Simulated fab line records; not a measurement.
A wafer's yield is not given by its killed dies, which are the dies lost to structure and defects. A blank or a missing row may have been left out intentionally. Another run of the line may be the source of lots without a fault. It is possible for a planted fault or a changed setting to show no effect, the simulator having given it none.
What tool caused it? ; flow berkeley cmos170 ; Sampling: 14 lots, 42 wafers, 5 of 331 route steps

WHAT EACH GAUGE READ, for each wafer
UCB170_NVT_TW_MEAS_09.
lot;measured;on;NVT_TW
L761;day 6 16:04;film metro-01;528 526 527
L762;day 6 16:22;film metro-01;529 531 530
L764;day 7 02:35;film metro-01;524 526 523
L763;day 7 02:44;film metro-01;526 525 525
L765;day 7 02:47;film metro-04;526 530 532
L766;day 7 18:46;film metro-04;530 531 530
L769;day 8 00:22;film metro-01;520 524 526
L767;day 8 00:56;film metro-02;569 567 569
L770;day 8 13:01;film metro-01;566 565 564
L779;day 9 19:43;film metro-01;525 526 523
L777;day 9 20:04;film metro-01;523 524 522
L783;day 10 20:00;film metro-02;524 524 526
L782;day 10 20:11;film metro-01;525 526 525
L784;day 11 01:11;film metro-04;518 518 516

UCB170_CONTACT_CD_MEAS_15 targets a cd of 700 nm.
lot;measured;on;cd nm (nm)
L761;day 8 10:14;cd sem-02;698.5 698.8 696.2
L762;day 8 07:22;cd sem-01;701.5 701.3 701.0
L764;day 8 17:34;cd sem-02;701.2 699.6 701.6
L763;day 8 17:19;cd sem-02;699.6 699.9 698.8
L765;day 8 16:47;cd sem-01;698.0 697.7 699.8
L766;day 9 11:13;cd sem-02;702.0 701.7 702.1
L769;day 9 16:27;cd sem-01;700.4 699.9 700.6
L767;day 9 15:34;cd sem-02;698.4 698.0 697.9
L770;day 10 05:59;cd sem-01;701.4 699.9 700.7
L779;day 11 09:25;cd sem-02;700.9 701.1 700.9
L777;day 11 10:54;cd sem-02;698.2 699.4 699.1
L783;day 12 08:01;cd sem-01;698.6 700.1 698.6
L782;day 12 07:24;cd sem-01;698.5 698.0 699.2
L784;day 12 19:52;cd sem-02;700.5 700.1 699.2

UCB170_CONTACT_CD_MEAS_90 targets a cd of 700 nm.
lot;measured;on;cd nm (nm)
L761;day 8 10:40;cd sem-01;697.9 698.1 696.2
L762;day 8 07:52;cd sem-01;700.1 701.7 699.9
L764;day 8 17:59;cd sem-02;699.8 700.2 699.9
L763;day 8 17:48;cd sem-01;699.6 699.9 698.8
L765;day 8 17:13;cd sem-02;698.2 699.6 700.0
L766;day 9 11:38;cd sem-01;702.1 701.2 701.5
L769;day 9 16:53;cd sem-02;699.8 699.7 700.9
L767;day 9 15:59;cd sem-01;699.3 697.6 698.0
L770;day 10 06:25;cd sem-02;701.3 699.4 700.1
L779;day 11 09:50;cd sem-01;701.0 702.6 701.0
L777;day 11 11:22;cd sem-02;698.0 700.0 698.9
L783;day 12 08:26;cd sem-02;698.2 700.1 697.7
L782;day 12 07:49;cd sem-02;698.9 697.7 699.9
L784;day 12 20:17;cd sem-01;701.7 700.0 698.6

UCB170_V2_THK_MEAS_04.
lot;measured;on;V2_POLISHED_THK (nm)
L761;day 8 21:30;film metro-02;999.6 999.2 1000.8
L762;day 8 18:27;film metro-01;1000.0 1000.5 997.9
L764;day 9 07:35;film metro-02;1001.0 1002.6 1000.8
L763;day 9 07:16;film metro-02;997.8 999.6 999.4
L765;day 9 02:26;film metro-01;998.1 999.4 999.7
L766;day 9 21:17;film metro-02;1000.9 1000.5 1001.9
L769;day 10 04:47;film metro-01;1000.0 1000.8 998.9
L767;day 10 05:00;film metro-03;1001.7 1001.0 1002.0
L770;day 10 18:43;film metro-01;1001.9 1000.6 1001.9
L779;day 11 20:04;film metro-03;1001.6 1003.0 1003.4
L777;day 12 00:42;film metro-01;998.1 998.7 998.7
L783;day 12 17:59;film metro-01;1001.2 1001.8 1000.9
L782;day 12 17:44;film metro-01;1000.5 1000.4 1001.1
L784;day 13 10:27;film metro-03;1001.6 1002.1 1000.6

EACH LOT AND THE TOOL THAT RAN IT (in order: tool; ch and the chambers of the sampled wafers; start)
lot;UCB170_NVT_IMPLANT_07
L761;implanter-04 ch 0, day 6 15:50
L762;implanter-04 ch 0, day 6 16:07
L764;implanter-02 ch 0, day 7 02:20
L763;implanter-04 ch 0, day 7 02:29
L765;implanter-02 ch 0, day 7 02:34
L766;implanter-02 ch 0, day 7 18:32
L769;implanter-04 ch 0, day 8 00:07
L767;implanter-02 ch 0, day 8 00:43
L770;implanter-02 ch 0, day 8 12:47
L779;implanter-01 ch 0, day 9 19:31
L777;implanter-01 ch 0, day 9 19:50
L783;implanter-01 ch 0, day 10 19:46
L782;implanter-04 ch 0, day 10 19:56
L784;implanter-01 ch 0, day 11 00:58
- UCB170_NVT_IMPLANT_07

AS READ BY THE TOOLS THEMSELVES (means over the sampled wafers that have a number; for cases with no such wafer, the mark the record gives instead)
UCB170_NVT_IMPLANT_07.
lot;tool;beam energy keV
L761;implanter-04;50.014
L762;implanter-04;50.010
L764;implanter-02;50.022
L763;implanter-04;50.023
L765;implanter-02;50.006
L766;implanter-02;49.995
L769;implanter-04;50.011
L767;implanter-02;67.516
L770;implanter-02;67.489
L779;implanter-01;50.011
L777;implanter-01;50.010
L783;implanter-01;49.998
L782;implanter-04;49.998
L784;implanter-01;50.000

THE ANSWER, worked out from the rows above alone
Rule: what is usual is taken from the lots themselves. Put in order of their means at a reading, lots are off if they are a third of the lots or fewer, leave a main group of 4 or more, and stand apart from it by a gap of 3 or more times the standard deviation of the main group's means; of several such gaps the widest counts. A main group whose means are all the same, to the digits that the tables above print for the reading, isn't used. Also off: a lot with no number at a reading for which 4 or more lots have one. Any other lot the step has rows for is counted as sound. After the gauges, taken in route order, come the tools' own readings; for these a lot's mean is taken, as printed above. At the first step where some lot is off, the reading lying furthest off is the one used; lots without a number count as furthest.
Off: L767, L770, at UCB170_NVT_TW_MEAS_09 (NVT_TW). For the main group the mean is 525 and the standard deviation 3.4.
If a tool, at a process step before that reading, ran all the lots that are off and no sound lot after the first of them, it fits. The gauges at UCB170_NVT_TW_MEAS_09 aren't tried: what is off there is off at UCB170_NVT_IMPLANT_07 too, on other tools, and a gauge's error can't cause that. One fits: UCB170_NVT_IMPLANT_07 on implanter-02. A fault onset in the window from L766 (day 7 18:32, its last sound lot) to L767 (day 8 00:43, its first lot off) fits.
On the lots that are off, the tool's own readings at UCB170_NVT_IMPLANT_07 differ by more than 5 times the standard deviation of the sound lots' means, which bears it out; beam energy keV reads 67.502 there versus 50.008 on the sound lots.

WHAT HAD BEEN PUT IN BY THE SIMULATOR
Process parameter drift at UCB170_NVT_IMPLANT_07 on implanter-02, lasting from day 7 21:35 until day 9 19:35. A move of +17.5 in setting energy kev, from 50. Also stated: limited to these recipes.
Lots struck among those shown: L767, L770. This agrees with what the rule above found.
